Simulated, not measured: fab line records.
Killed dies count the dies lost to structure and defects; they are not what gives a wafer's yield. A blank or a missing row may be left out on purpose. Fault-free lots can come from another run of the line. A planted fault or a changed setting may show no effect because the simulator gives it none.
fab line records / flow berkeley-cmos170
record: lots: 7 wafers: 21 last-day: 11
route steps=331 shown PVT@123 GATE@125 FIELD@126
lots with no fault: from the same line, run without faults
start-h: hours from the record's first day to the start of the lot's first wafer shown / wait-h: time in hours since the lot's previous step / " the same as in the row above / L1.1+2: one row covering several wafers at once / - no value, or no start given / * or withheld: withheld / < > ~ a bound
route shown NAME@n: NAME is a module with steps in the file, n the number in the route of the first one / usual: mean/standard deviation taken from wafers without a fault / same: alike in all rows / chamber/n: place in a boat / sites: the reading at each site / _std_site: the values' standard deviation / _edge_site: mean of outer sites minus mean of inner sites / radius-mm: how far each site lies from the wafer's centre / mask NAME#n: copy n / behind: tool/chamber where the wafer was last shaped / hold: the reason the lot was held/the length of the hold in hours/how it ended / device: transistor that didn't switch, given as n, p or np / end of line: the route-end tests of the same wafers / a step given without rows: its recipe and nothing more / killed: dies lost to structure and defects at the first sort, not the wafer's yield / map: a wafer's dies, marking killed ones x, the rest . and places with no die _
set.NAME: the setting the step ran with; set.NAME@STEP: the setting that earlier step ran with / model.NAME: the simulator's own value behind a step, which no gauge read
certain route steps with their lots: each step a table, each wafer a row
services: when a tool's chamber went out of use (start-h, in hours from the record's first day, below 0 if earlier), for how many hours, and the reason
== steps ==
step: UCB170_PVT_STRIP_08
recipe: chemistry: O2 power-w: 400 pressure-mtorr: 3500 platen-temp-c: withheld o2-flow-sccm: 400 overash-fraction: 0.5
usual: drypump-motor-current-A: 5.6/0.59 oes-product-au: 0.734/0.004 strip-time-to-endpoint-s: 21.61/0.065
lot.wafer=L944.1 tool=plasma-asher-04 chamber=0 start-h=124.89 wait-h=0.1 drypump-motor-current-A=5.3 oes-product-au=0.735 rf-hours-counter-h=1 strip-time-to-endpoint-s=21.66
lot.wafer=L944.2 tool=plasma-asher-04 chamber=1 start-h=124.89 wait-h=0.1 drypump-motor-current-A=5.7 oes-product-au=0.734 rf-hours-counter-h=1 strip-time-to-endpoint-s=21.73
lot.wafer=L944.6 tool=plasma-asher-04 chamber=0 start-h=124.89 wait-h=0.1 drypump-motor-current-A=5.3 oes-product-au=0.733 rf-hours-counter-h=- strip-time-to-endpoint-s=21.64
lot.wafer=L947.3 tool=plasma-asher-02 chamber=0 start-h=127.77 wait-h=0.1 drypump-motor-current-A=6.4 oes-product-au=0.734 rf-hours-counter-h=- strip-time-to-endpoint-s=21.60
lot.wafer=L947.5 tool=plasma-asher-02 chamber=0 start-h=127.77 wait-h=0.1 drypump-motor-current-A=6.4 oes-product-au=0.724 rf-hours-counter-h=- strip-time-to-endpoint-s=21.66
lot.wafer=L947.6 tool=plasma-asher-02 chamber=1 start-h=127.77 wait-h=0.1 drypump-motor-current-A=4.9 oes-product-au=0.730 rf-hours-counter-h=- strip-time-to-endpoint-s=21.57
lot.wafer=L946.1 tool=plasma-asher-02 chamber=0 start-h=127.89 wait-h=0.1 drypump-motor-current-A=6.3 oes-product-au=0.739 rf-hours-counter-h=48 strip-time-to-endpoint-s=21.74
lot.wafer=L946.3 tool=plasma-asher-02 chamber=0 start-h=127.89 wait-h=0.1 drypump-motor-current-A=6.4 oes-product-au=0.733 rf-hours-counter-h=- strip-time-to-endpoint-s=21.72
lot.wafer=L946.6 tool=plasma-asher-02 chamber=0 start-h=127.89 wait-h=0.1 drypump-motor-current-A=6.4 oes-product-au=0.734 rf-hours-counter-h=- strip-time-to-endpoint-s=21.73
lot.wafer=L949.1 tool=plasma-asher-02 chamber=0 start-h=136.51 wait-h=0.1 drypump-motor-current-A=6.4 oes-product-au=0.729 rf-hours-counter-h=49 strip-time-to-endpoint-s=21.50
lot.wafer=L949.3 tool=plasma-asher-02 chamber=0 start-h=136.51 wait-h=0.1 drypump-motor-current-A=6.4 oes-product-au=0.731 rf-hours-counter-h=- strip-time-to-endpoint-s=21.47
lot.wafer=L949.6 tool=plasma-asher-02 chamber=1 start-h=136.51 wait-h=0.1 drypump-motor-current-A=5.0 oes-product-au=0.730 rf-hours-counter-h=- strip-time-to-endpoint-s=21.55
lot.wafer=L955.2 tool=plasma-asher-03 chamber=1 start-h=177.99 wait-h=0.1 drypump-motor-current-A=5.2 oes-product-au=0.734 rf-hours-counter-h=40 strip-time-to-endpoint-s=21.59
lot.wafer=L955.3 tool=plasma-asher-03 chamber=1 start-h=177.99 wait-h=0.1 drypump-motor-current-A=5.2 oes-product-au=0.739 rf-hours-counter-h=- strip-time-to-endpoint-s=21.59
lot.wafer=L955.4 tool=plasma-asher-03 chamber=0 start-h=177.99 wait-h=0.1 drypump-motor-current-A=6.3 oes-product-au=0.732 rf-hours-counter-h=- strip-time-to-endpoint-s=21.57
lot.wafer=L957.1 tool=plasma-asher-03 chamber=1 start-h=178.26 wait-h=0.1 drypump-motor-current-A=5.2 oes-product-au=0.730 rf-hours-counter-h=40 strip-time-to-endpoint-s=21.58
lot.wafer=L957.4 tool=plasma-asher-03 chamber=0 start-h=178.26 wait-h=0.1 drypump-motor-current-A=6.3 oes-product-au=0.732 rf-hours-counter-h=- strip-time-to-endpoint-s=21.61
lot.wafer=L957.5 tool=plasma-asher-03 chamber=1 start-h=178.26 wait-h=0.1 drypump-motor-current-A=5.1 oes-product-au=0.741 rf-hours-counter-h=- strip-time-to-endpoint-s=21.56
lot.wafer=L963.1 tool=plasma-asher-02 chamber=1 start-h=212.88 wait-h=0.1 drypump-motor-current-A=4.9 oes-product-au=0.744 rf-hours-counter-h=58 strip-time-to-endpoint-s=21.56
lot.wafer=L963.3 tool=plasma-asher-02 chamber=1 start-h=212.88 wait-h=0.1 drypump-motor-current-A=5.0 oes-product-au=0.739 rf-hours-counter-h=- strip-time-to-endpoint-s=21.53
lot.wafer=L963.5 tool=plasma-asher-02 chamber=1 start-h=212.88 wait-h=0.1 drypump-motor-current-A=5.0 oes-product-au=0.732 rf-hours-counter-h=- strip-time-to-endpoint-s=21.51
step: UCB170_PVT_TW_MEAS_09
usual: PVT_TW: 501/5.2
lot.wafer=L944.1 tool=film-metro-01 chamber=- start-h=124.99 wait-h=0.1 PVT_TW=501
lot.wafer=L944.2 tool=film-metro-01 chamber=- start-h=124.99 wait-h=0.1 PVT_TW=499
lot.wafer=L944.6 tool=film-metro-01 chamber=- start-h=124.99 wait-h=0.1 PVT_TW=499
lot.wafer=L947.3 tool=film-metro-01 chamber=- start-h=127.86 wait-h=0.1 PVT_TW=497
lot.wafer=L947.5 tool=film-metro-01 chamber=- start-h=127.86 wait-h=0.1 PVT_TW=497
lot.wafer=L947.6 tool=film-metro-01 chamber=- start-h=127.86 wait-h=0.1 PVT_TW=499
lot.wafer=L946.1 tool=film-metro-02 chamber=- start-h=128.00 wait-h=0.1 PVT_TW=504
lot.wafer=L946.3 tool=film-metro-02 chamber=- start-h=128.00 wait-h=0.1 PVT_TW=508
lot.wafer=L946.6 tool=film-metro-02 chamber=- start-h=128.00 wait-h=0.1 PVT_TW=503
lot.wafer=L949.1 tool=film-metro-01 chamber=- start-h=136.61 wait-h=0.1 PVT_TW=497
lot.wafer=L949.3 tool=film-metro-01 chamber=- start-h=136.61 wait-h=0.1 PVT_TW=497
lot.wafer=L949.6 tool=film-metro-01 chamber=- start-h=136.61 wait-h=0.1 PVT_TW=498
lot.wafer=L955.2 tool=film-metro-01 chamber=- start-h=178.10 wait-h=0.1 PVT_TW=500
lot.wafer=L955.3 tool=film-metro-01 chamber=- start-h=178.10 wait-h=0.1 PVT_TW=496
lot.wafer=L955.4 tool=film-metro-01 chamber=- start-h=178.10 wait-h=0.1 PVT_TW=496
lot.wafer=L957.1 tool=film-metro-01 chamber=- start-h=178.36 wait-h=0.1 PVT_TW=497
lot.wafer=L957.4 tool=film-metro-01 chamber=- start-h=178.36 wait-h=0.1 PVT_TW=497
lot.wafer=L957.5 tool=film-metro-01 chamber=- start-h=178.36 wait-h=0.1 PVT_TW=494
lot.wafer=L963.1 tool=film-metro-02 chamber=- start-h=212.98 wait-h=0.1 PVT_TW=504
lot.wafer=L963.3 tool=film-metro-02 chamber=- start-h=212.98 wait-h=0.1 PVT_TW=507
lot.wafer=L963.5 tool=film-metro-02 chamber=- start-h=212.98 wait-h=0.1 PVT_TW=506
step: UCB170_GATE_WET_ETCH_00
recipe: chemistry: dHF dilution: 25:1 target: SiO2 temp-c: 25 time-s: 200
step: UCB170_FIELD_THK_MEAS_91
recipe: reads: SiO2_of_FIELD_OXIDATION_01
usual: FIELD_OXIDE_LEFT_2_THK: 358/11
lot.wafer=L944.1 tool=film-metro-02 chamber=- start-h=125.11 wait-h=0.0 FIELD_OXIDE_LEFT_2_THK[nm]=365
lot.wafer=L944.2 tool=film-metro-02 chamber=- start-h=125.11 wait-h=0.0 FIELD_OXIDE_LEFT_2_THK[nm]=362
lot.wafer=L944.6 tool=film-metro-02 chamber=- start-h=125.11 wait-h=0.0 FIELD_OXIDE_LEFT_2_THK[nm]=355
lot.wafer=L947.3 tool=film-metro-01 chamber=- start-h=127.98 wait-h=0.0 FIELD_OXIDE_LEFT_2_THK[nm]=339
lot.wafer=L947.5 tool=film-metro-01 chamber=- start-h=127.98 wait-h=0.0 FIELD_OXIDE_LEFT_2_THK[nm]=339
lot.wafer=L947.6 tool=film-metro-01 chamber=- start-h=127.98 wait-h=0.0 FIELD_OXIDE_LEFT_2_THK[nm]=341
lot.wafer=L946.1 tool=film-metro-01 chamber=- start-h=128.20 wait-h=0.0 FIELD_OXIDE_LEFT_2_THK[nm]=350
lot.wafer=L946.3 tool=film-metro-01 chamber=- start-h=128.20 wait-h=0.0 FIELD_OXIDE_LEFT_2_THK[nm]=353
lot.wafer=L946.6 tool=film-metro-01 chamber=- start-h=128.20 wait-h=0.0 FIELD_OXIDE_LEFT_2_THK[nm]=348
lot.wafer=L949.1 tool=film-metro-01 chamber=- start-h=137.77 wait-h=0.0 FIELD_OXIDE_LEFT_2_THK[nm]=342
lot.wafer=L949.3 tool=film-metro-01 chamber=- start-h=137.77 wait-h=0.0 FIELD_OXIDE_LEFT_2_THK[nm]=340
lot.wafer=L949.6 tool=film-metro-01 chamber=- start-h=137.77 wait-h=0.0 FIELD_OXIDE_LEFT_2_THK[nm]=342
lot.wafer=L955.2 tool=film-metro-02 chamber=- start-h=178.22 wait-h=0.0 FIELD_OXIDE_LEFT_2_THK[nm]=367
lot.wafer=L955.3 tool=film-metro-02 chamber=- start-h=178.22 wait-h=0.0 FIELD_OXIDE_LEFT_2_THK[nm]=366
lot.wafer=L955.4 tool=film-metro-02 chamber=- start-h=178.22 wait-h=0.0 FIELD_OXIDE_LEFT_2_THK[nm]=370
lot.wafer=L957.1 tool=film-metro-04 chamber=- start-h=178.48 wait-h=0.0 FIELD_OXIDE_LEFT_2_THK[nm]=364
lot.wafer=L957.4 tool=film-metro-04 chamber=- start-h=178.48 wait-h=0.0 FIELD_OXIDE_LEFT_2_THK[nm]=362
lot.wafer=L957.5 tool=film-metro-04 chamber=- start-h=178.48 wait-h=0.0 FIELD_OXIDE_LEFT_2_THK[nm]=362
lot.wafer=L963.1 tool=film-metro-02 chamber=- start-h=216.23 wait-h=0.0 FIELD_OXIDE_LEFT_2_THK[nm]=366
lot.wafer=L963.3 tool=film-metro-02 chamber=- start-h=216.23 wait-h=0.0 FIELD_OXIDE_LEFT_2_THK[nm]=369
lot.wafer=L963.5 tool=film-metro-02 chamber=- start-h=216.23 wait-h=0.0 FIELD_OXIDE_LEFT_2_THK[nm]=367
step: UCB170_GATE_OXIDATION_01
recipe: temp-c: 850 ambient: O2 target-thk-a: 66 ox-time-s: 1800
step: UCB170_GATE_THK_MEAS_02
recipe: reads: SiO2_of_GATE_OXIDATION_01
usual: GATE_OXIDE_THK: 6.57/0.12
lot.wafer=L944.1 tool=film-metro-02 chamber=- start-h=127.94 wait-h=0.0 GATE_OXIDE_THK[nm]=6.63
lot.wafer=L944.2 tool=film-metro-02 chamber=- start-h=127.94 wait-h=0.0 GATE_OXIDE_THK[nm]=6.60
lot.wafer=L944.6 tool=film-metro-02 chamber=- start-h=127.94 wait-h=0.0 GATE_OXIDE_THK[nm]=6.78
lot.wafer=L946.1 tool=film-metro-03 chamber=- start-h=131.11 wait-h=0.0 GATE_OXIDE_THK[nm]=6.40
lot.wafer=L946.3 tool=film-metro-03 chamber=- start-h=131.11 wait-h=0.0 GATE_OXIDE_THK[nm]=6.46
lot.wafer=L946.6 tool=film-metro-03 chamber=- start-h=131.11 wait-h=0.0 GATE_OXIDE_THK[nm]=6.43
lot.wafer=L947.3 tool=film-metro-02 chamber=- start-h=131.13 wait-h=0.0 GATE_OXIDE_THK[nm]=6.77
lot.wafer=L947.5 tool=film-metro-02 chamber=- start-h=131.13 wait-h=0.0 GATE_OXIDE_THK[nm]=6.65
lot.wafer=L947.6 tool=film-metro-02 chamber=- start-h=131.13 wait-h=0.0 GATE_OXIDE_THK[nm]=6.80
lot.wafer=L949.1 tool=film-metro-03 chamber=- start-h=141.70 wait-h=0.0 GATE_OXIDE_THK[nm]=6.67
lot.wafer=L949.3 tool=film-metro-03 chamber=- start-h=141.70 wait-h=0.0 GATE_OXIDE_THK[nm]=6.71
lot.wafer=L949.6 tool=film-metro-03 chamber=- start-h=141.70 wait-h=0.0 GATE_OXIDE_THK[nm]=6.60
lot.wafer=L955.2 tool=film-metro-03 chamber=- start-h=181.93 wait-h=0.0 GATE_OXIDE_THK[nm]=6.42
lot.wafer=L955.3 tool=film-metro-03 chamber=- start-h=181.93 wait-h=0.0 GATE_OXIDE_THK[nm]=6.42
lot.wafer=L955.4 tool=film-metro-03 chamber=- start-h=181.93 wait-h=0.0 GATE_OXIDE_THK[nm]=6.54
lot.wafer=L957.1 tool=film-metro-02 chamber=- start-h=181.97 wait-h=0.1 GATE_OXIDE_THK[nm]=6.56
lot.wafer=L957.4 tool=film-metro-02 chamber=- start-h=181.97 wait-h=0.1 GATE_OXIDE_THK[nm]=6.56
lot.wafer=L957.5 tool=film-metro-02 chamber=- start-h=181.97 wait-h=0.1 GATE_OXIDE_THK[nm]=6.56
lot.wafer=L963.1 tool=film-metro-03 chamber=- start-h=218.69 wait-h=0.0 GATE_OXIDE_THK[nm]=6.45
lot.wafer=L963.3 tool=film-metro-03 chamber=- start-h=218.69 wait-h=0.0 GATE_OXIDE_THK[nm]=6.47
lot.wafer=L963.5 tool=film-metro-03 chamber=- start-h=218.69 wait-h=0.0 GATE_OXIDE_THK[nm]=6.43
step: UCB170_GATE_ANNEAL_03
recipe: temp-c: 900 time-s: 1800 ambient: N2
step: UCB170_GATE_CVD_04
recipe: material: poly-Si temp-c: 610 precursor: SiH4 time-s: 1440 pressure-mtorr: 375 target-thk-nm: 214 sih4-flow-sccm: 120
step: UCB170_GATE_THK_MEAS_05
recipe: reads: poly-Si_of_GATE_CVD_04
usual: GATE_POLY_THK: 215.4/2.1
lot.wafer=L944.1 tool=film-metro-02 chamber=- start-h=133.49 wait-h=0.0 GATE_POLY_THK[nm]=214.7
lot.wafer=L944.2 tool=film-metro-02 chamber=- start-h=133.49 wait-h=0.0 GATE_POLY_THK[nm]=215.0
lot.wafer=L944.6 tool=film-metro-02 chamber=- start-h=133.49 wait-h=0.0 GATE_POLY_THK[nm]=214.8
lot.wafer=L946.1 tool=film-metro-02 chamber=- start-h=136.32 wait-h=0.0 GATE_POLY_THK[nm]=214.8
lot.wafer=L946.3 tool=film-metro-02 chamber=- start-h=136.32 wait-h=0.0 GATE_POLY_THK[nm]=213.7
lot.wafer=L946.6 tool=film-metro-02 chamber=- start-h=136.32 wait-h=0.0 GATE_POLY_THK[nm]=215.7
lot.wafer=L947.3 tool=film-metro-01 chamber=- start-h=136.35 wait-h=0.0 GATE_POLY_THK[nm]=214.4
lot.wafer=L947.5 tool=film-metro-01 chamber=- start-h=136.35 wait-h=0.0 GATE_POLY_THK[nm]=216.6
lot.wafer=L947.6 tool=film-metro-01 chamber=- start-h=136.35 wait-h=0.0 GATE_POLY_THK[nm]=215.7
lot.wafer=L949.1 tool=film-metro-02 chamber=- start-h=145.21 wait-h=0.0 GATE_POLY_THK[nm]=212.1
lot.wafer=L949.3 tool=film-metro-02 chamber=- start-h=145.21 wait-h=0.0 GATE_POLY_THK[nm]=213.1
lot.wafer=L949.6 tool=film-metro-02 chamber=- start-h=145.21 wait-h=0.0 GATE_POLY_THK[nm]=211.1
lot.wafer=L957.1 tool=film-metro-03 chamber=- start-h=186.19 wait-h=0.0 GATE_POLY_THK[nm]=216.4
lot.wafer=L957.4 tool=film-metro-03 chamber=- start-h=186.19 wait-h=0.0 GATE_POLY_THK[nm]=214.2
lot.wafer=L957.5 tool=film-metro-03 chamber=- start-h=186.19 wait-h=0.0 GATE_POLY_THK[nm]=214.8
lot.wafer=L955.2 tool=film-metro-01 chamber=- start-h=186.20 wait-h=0.0 GATE_POLY_THK[nm]=217.0
lot.wafer=L955.3 tool=film-metro-01 chamber=- start-h=186.20 wait-h=0.0 GATE_POLY_THK[nm]=216.0
lot.wafer=L955.4 tool=film-metro-01 chamber=- start-h=186.20 wait-h=0.0 GATE_POLY_THK[nm]=216.9
lot.wafer=L963.1 tool=film-metro-01 chamber=- start-h=225.09 wait-h=0.0 GATE_POLY_THK[nm]=216.0
lot.wafer=L963.3 tool=film-metro-01 chamber=- start-h=225.09 wait-h=0.0 GATE_POLY_THK[nm]=216.1
lot.wafer=L963.5 tool=film-metro-01 chamber=- start-h=225.09 wait-h=0.0 GATE_POLY_THK[nm]=216.6
step: UCB170_GATE_COAT_06
recipe: resist: BARC temp-c: withheld time-s: withheld spin-rpm: 3000 resist-thk-nm: withheld
step: UCB170_GATE_COAT_07
recipe: resist: KrF spin-rpm: 1500 resist-thk-nm: 900
step: UCB170_GATE_SOFTBAKE_08
recipe: resist: KrF temp-c: 130 time-s: 60
step: UCB170_GATE_EXPOSE_09
recipe: mask-id: POLY target-cd-nm: 350 na: 0.5 sigma-outer: 0.6 source-shape: conventional dose-mj: 21
usual: exposure-dose-mJ-cm2: 20.756/0.021 focus-offset-nm: 0.0/0.54
lot.wafer=L944.1 tool=krf-scanner-01 chamber=0 start-h=134.13 wait-h=- mask=POLY#0 exposure-dose-mJ-cm2=20.739 focus-offset-nm=-0.4
lot.wafer=L944.2 tool=krf-scanner-01 chamber=0 start-h=134.13 wait-h=- mask=POLY#0 exposure-dose-mJ-cm2=20.771 focus-offset-nm=-0.4
lot.wafer=L944.6 tool=krf-scanner-01 chamber=0 start-h=134.13 wait-h=- mask=POLY#0 exposure-dose-mJ-cm2=20.760 focus-offset-nm=-0.6
lot.wafer=L946.1 tool=krf-scanner-01 chamber=- start-h=137.07 wait-h=- mask=POLY#0 exposure-dose-mJ-cm2=- focus-offset-nm=-
lot.wafer=L946.3 tool=krf-scanner-01 chamber=- start-h=137.07 wait-h=- mask=POLY#0 exposure-dose-mJ-cm2=- focus-offset-nm=-
lot.wafer=L946.6 tool=krf-scanner-01 chamber=- start-h=137.07 wait-h=- mask=POLY#0 exposure-dose-mJ-cm2=- focus-offset-nm=-
lot.wafer=L947.3 tool=krf-scanner-01 chamber=- start-h=137.23 wait-h=- mask=POLY#0 exposure-dose-mJ-cm2=- focus-offset-nm=-
lot.wafer=L947.5 tool=krf-scanner-01 chamber=- start-h=137.23 wait-h=- mask=POLY#0 exposure-dose-mJ-cm2=- focus-offset-nm=-
lot.wafer=L947.6 tool=krf-scanner-01 chamber=- start-h=137.23 wait-h=- mask=POLY#0 exposure-dose-mJ-cm2=- focus-offset-nm=-
lot.wafer=L949.1 tool=krf-scanner-02 chamber=- start-h=145.98 wait-h=- mask=POLY#0 exposure-dose-mJ-cm2=- focus-offset-nm=-
lot.wafer=L949.3 tool=krf-scanner-02 chamber=- start-h=145.98 wait-h=- mask=POLY#0 exposure-dose-mJ-cm2=- focus-offset-nm=-
lot.wafer=L949.6 tool=krf-scanner-02 chamber=- start-h=145.98 wait-h=- mask=POLY#0 exposure-dose-mJ-cm2=- focus-offset-nm=-
lot.wafer=L957.1 tool=krf-scanner-02 chamber=0 start-h=187.07 wait-h=- mask=POLY#0 exposure-dose-mJ-cm2=20.710 focus-offset-nm=-0.4
lot.wafer=L957.4 tool=krf-scanner-02 chamber=0 start-h=187.07 wait-h=- mask=POLY#0 exposure-dose-mJ-cm2=20.752 focus-offset-nm=-0.9
lot.wafer=L957.5 tool=krf-scanner-02 chamber=0 start-h=187.07 wait-h=- mask=POLY#0 exposure-dose-mJ-cm2=20.738 focus-offset-nm=-0.4
lot.wafer=L955.2 tool=krf-scanner-02 chamber=0 start-h=187.21 wait-h=- mask=POLY#0 exposure-dose-mJ-cm2=20.717 focus-offset-nm=-0.6
lot.wafer=L955.3 tool=krf-scanner-02 chamber=0 start-h=187.21 wait-h=- mask=POLY#0 exposure-dose-mJ-cm2=20.744 focus-offset-nm=-0.3
lot.wafer=L955.4 tool=krf-scanner-02 chamber=0 start-h=187.21 wait-h=- mask=POLY#0 exposure-dose-mJ-cm2=20.736 focus-offset-nm=-0.1
lot.wafer=L963.1 tool=krf-scanner-01 chamber=0 start-h=225.60 wait-h=- mask=POLY#0 exposure-dose-mJ-cm2=20.759 focus-offset-nm=0.3
lot.wafer=L963.3 tool=krf-scanner-01 chamber=0 start-h=225.60 wait-h=- mask=POLY#0 exposure-dose-mJ-cm2=20.732 focus-offset-nm=0.4
lot.wafer=L963.5 tool=krf-scanner-01 chamber=0 start-h=225.60 wait-h=- mask=POLY#0 exposure-dose-mJ-cm2=20.742 focus-offset-nm=0.2
step: UCB170_GATE_PEB_10
recipe: peb-temp-c: 130.3 peb-time-s: withheld resist: KrF
== services ==
tool=plasma-asher-04 chamber=- start-h=106.81 hours=3.8 kind=repair
tool=plasma-asher-04 chamber=- start-h=110.62 hours=9.0 kind=pm
tool=plasma-asher-04 chamber=0 start-h=110.62 hours=9.0 kind=vent-cycle
tool=plasma-asher-04 chamber=1 start-h=110.62 hours=9.0 kind=vent-cycle
tool=krf-scanner-02 chamber=- start-h=116.47 hours=4.0 kind=pm
tool=plasma-asher-04 chamber=0 start-h=119.62 hours=- kind=clean
tool=plasma-asher-04 chamber=1 start-h=119.62 hours=- kind=clean
tool=krf-scanner-02 chamber=- start-h=141.03 hours=1.3 kind=pm
tool=plasma-asher-03 chamber=- start-h=149.72 hours=6.0 kind=repair
tool=krf-scanner-02 chamber=- start-h=151.85 hours=0.8 kind=pm
tool=krf-scanner-01 chamber=- start-h=155.25 hours=4.4 kind=pm
tool=plasma-asher-02 chamber=- start-h=167.53 hours=0.4 kind=repair
tool=krf-scanner-01 chamber=- start-h=189.93 hours=1.0 kind=pm
tool=plasma-asher-02 chamber=- start-h=191.46 hours=2.1 kind=repair
tool=krf-scanner-02 chamber=- start-h=192.49 hours=1.0 kind=repair
tool=krf-scanner-02 chamber=- start-h=206.76 hours=3.6 kind=pm
tool=krf-scanner-01 chamber=0 start-h=214.46 hours=- kind=calibration
tool=krf-scanner-02 chamber=0 start-h=224.21 hours=- kind=calibration
== key ==
first-sign: step: UCB170_GATE_EXPOSE_09 reading: tool-record direction: missing
effect none on later readings
met-at UCB170_GATE_EXPOSE_09
struck-wafers L946.1,L946.3,L946.6,L947.3,L947.5,L947.6,L949.1,L949.3,L949.6
later-rows-left-out L946.1,L946.3,L946.6,L947.3,L947.5,L947.6,L949.1,L949.3,L949.6
sort-left-out L946.1,L946.3,L946.6,L947.3,L947.5,L947.6,L949.1,L949.3,L949.6
tester-left-out L946,L947,L949
onset-between 134.13 137.07
fault: kind: skipped-step-whole tool: krf-scanner-01,krf-scanner-02 chamber: - onset-h: 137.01 steps: UCB170_GATE_EXPOSE_09 scope: struck-lots-only
tester-left-out: of these lots the tester's yield and bins aren't shown, on N5 and GAA mostly nor the transistor test; their killed dies are dies lost to structure and defects alone, not to doping, threshold or leakage, so they don't give the yield
sort-left-out: the simulated sort isn't trusted on such a fault, so these wafers' sort isn't shown, and their yield isn't known
later-rows-left-out: the simulator's readings of these wafers behind a module that went badly wrong aren't trusted and aren't shown, but for the sort
